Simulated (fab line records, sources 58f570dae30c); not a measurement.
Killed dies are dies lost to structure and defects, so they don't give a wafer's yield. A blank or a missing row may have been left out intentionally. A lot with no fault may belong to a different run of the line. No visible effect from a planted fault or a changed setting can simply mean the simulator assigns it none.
Check of tool commonality | flow berkeley-cmos170 | Lots sampled 13, wafers sampled 39

WHY IT WAS OPENED
2 of 13 lots carry a flag on the reading CONTACT_PSG_THK at UCB170_CONTACT_THK_MEAS_02. Wafers without a fault read 704 nm, standard deviation 6.7.
Rule: a lot is flagged when every wafer of it that has a number lies more than 4 standard deviations from that mean, or none has a number. The rest of the lots are taken to be sound.

lot  | measured     | on            | CONTACT_PSG_THK (nm), wafer by wafer | flag
L302 | day 6 15:56  | film-metro-01 | 698 691 692                          |
L303 | day 7 10:30  | film-metro-03 | 702 699 699                          |
L304 | day 7 15:59  | film-metro-01 | 712 709 714                          |
L309 | day 8 01:17  | film-metro-01 | 716 719 715                          |
L305 | day 8 01:56  | film-metro-02 | 703 699 699                          |
L306 | day 8 03:05  | film-metro-02 | 700 706 704                          |
L308 | day 8 03:05  | film-metro-03 | 703 707 707                          |
L312 | day 8 13:57  | film-metro-02 | 703 702 703                          |
L310 | day 8 15:07  | film-metro-03 | 707 709 706                          |
L311 | day 8 16:56  | film-metro-03 | 713 713 713                          |
L313 | day 9 07:32  | film-metro-01 | 623 626 627                          | FLAGGED
L314 | day 9 11:56  | film-metro-03 | 629 627 624                          | FLAGGED
L322 | day 11 03:26 | film-metro-03 | 707 712 708                          |
The mean of the flagged lots' numbers is 626 nm, -78 nm from the usual (-12 standard deviations).

TOOL THAT RAN EACH LOT
2 process steps preceding the reading are held in the record, out of 331 steps in the route. Cell contents, in order: the tool; ch with the chambers the sampled wafers went through; the start.
lot  | flag    | UCB170_NSD_STRIP_09                 | UCB170_CONTACT_CVD_01
L302 |         | plasma-asher-04 ch 0, day 6 11:26   | lpcvd-02 ch 0, day 6 14:09
L303 |         | plasma-asher-01 ch 0,1, day 7 04:55 | lpcvd-02 ch 0, day 7 07:49
L304 |         | plasma-asher-02 ch 0,1, day 7 10:26 | lpcvd-01 ch 0, day 7 14:12
L309 |         | plasma-asher-01 ch 0,1, day 7 20:55 | lpcvd-01 ch 0, day 7 23:31
L305 |         | plasma-asher-01 ch 0,1, day 7 21:28 | lpcvd-02 ch 0, day 8 00:09
L306 |         | plasma-asher-01 ch 1, day 7 22:01   | lpcvd-01 ch 1, day 8 01:17
L308 |         | plasma-asher-04 ch 0,1, day 7 22:19 | lpcvd-01 ch 1, day 8 01:17
L312 |         | plasma-asher-04 ch 0,1, day 8 08:18 | lpcvd-01 ch 1, day 8 11:17
L310 |         | plasma-asher-04 ch 0,1, day 8 08:41 | lpcvd-02 ch 0, day 8 12:26
L311 |         | plasma-asher-01 ch 0,1, day 8 08:53 | lpcvd-02 ch 0, day 8 15:07
L313 | FLAGGED | plasma-asher-01 ch 0,1, day 8 22:23 | lpcvd-02 ch 0, day 9 04:51
L314 | FLAGGED | plasma-asher-01 ch 0,1, day 9 04:16 | lpcvd-02 ch 0, day 9 09:15
L322 |         | plasma-asher-02 ch 1, day 10 23:20  | lpcvd-01 ch 1, day 11 01:40
What the steps here do:
- UCB170_NSD_STRIP_09: strips in O2.
- UCB170_CONTACT_CVD_01: deposits PSG from SiH4/O2/PH3, target thk 700 nm, time 2820 s.
- UCB170_CONTACT_THK_MEAS_02

FLAGGED AGAINST TOTAL, ONE TOOL AT A TIME (gauges that did the reading follow at the end)
step                       | tool            | lots run | flagged | share of the flagged lots | sound lots run after its first flagged lot
UCB170_NSD_STRIP_09        | plasma-asher-01 | 7        | 2       | all                       | 0
UCB170_NSD_STRIP_09        | plasma-asher-02 | 2        | 0       | none                      | -
UCB170_NSD_STRIP_09        | plasma-asher-04 | 4        | 0       | none                      | -
UCB170_CONTACT_CVD_01      | lpcvd-01        | 6        | 0       | none                      | -
UCB170_CONTACT_CVD_01      | lpcvd-02        | 7        | 2       | all                       | 0
UCB170_CONTACT_THK_MEAS_02 | film-metro-01   | 4        | 1       | some                      | 0
UCB170_CONTACT_THK_MEAS_02 | film-metro-02   | 3        | 0       | none                      | -
UCB170_CONTACT_THK_MEAS_02 | film-metro-03   | 6        | 1       | some                      | 1 (L322)

WHAT THE TABLE PERMITS
Table rows that saw every flagged lot: 2, namely plasma-asher-01 at UCB170_NSD_STRIP_09 and lpcvd-02 at UCB170_CONTACT_CVD_01.
- plasma-asher-01 at UCB170_NSD_STRIP_09: 2 of its 7 lots flagged. Last sound lot L311 at day 8 08:53, first flagged lot L313 at day 8 22:23; a fault beginning in between fits.
- lpcvd-02 at UCB170_CONTACT_CVD_01: 2 of its 7 lots flagged. Last sound lot L311 at day 8 15:07, first flagged lot L313 at day 9 04:51; a fault beginning in between fits. Its own readings lie more than 4 standard deviations out on every wafer of the flagged lots: pressure-mtorr.
Because each of these 2 tools fits a fault that began at some hour, counting lots does not separate them. More lots, or a look at what each step does to the wafer, might.

WHAT THE SIMULATOR HAD PUT IN
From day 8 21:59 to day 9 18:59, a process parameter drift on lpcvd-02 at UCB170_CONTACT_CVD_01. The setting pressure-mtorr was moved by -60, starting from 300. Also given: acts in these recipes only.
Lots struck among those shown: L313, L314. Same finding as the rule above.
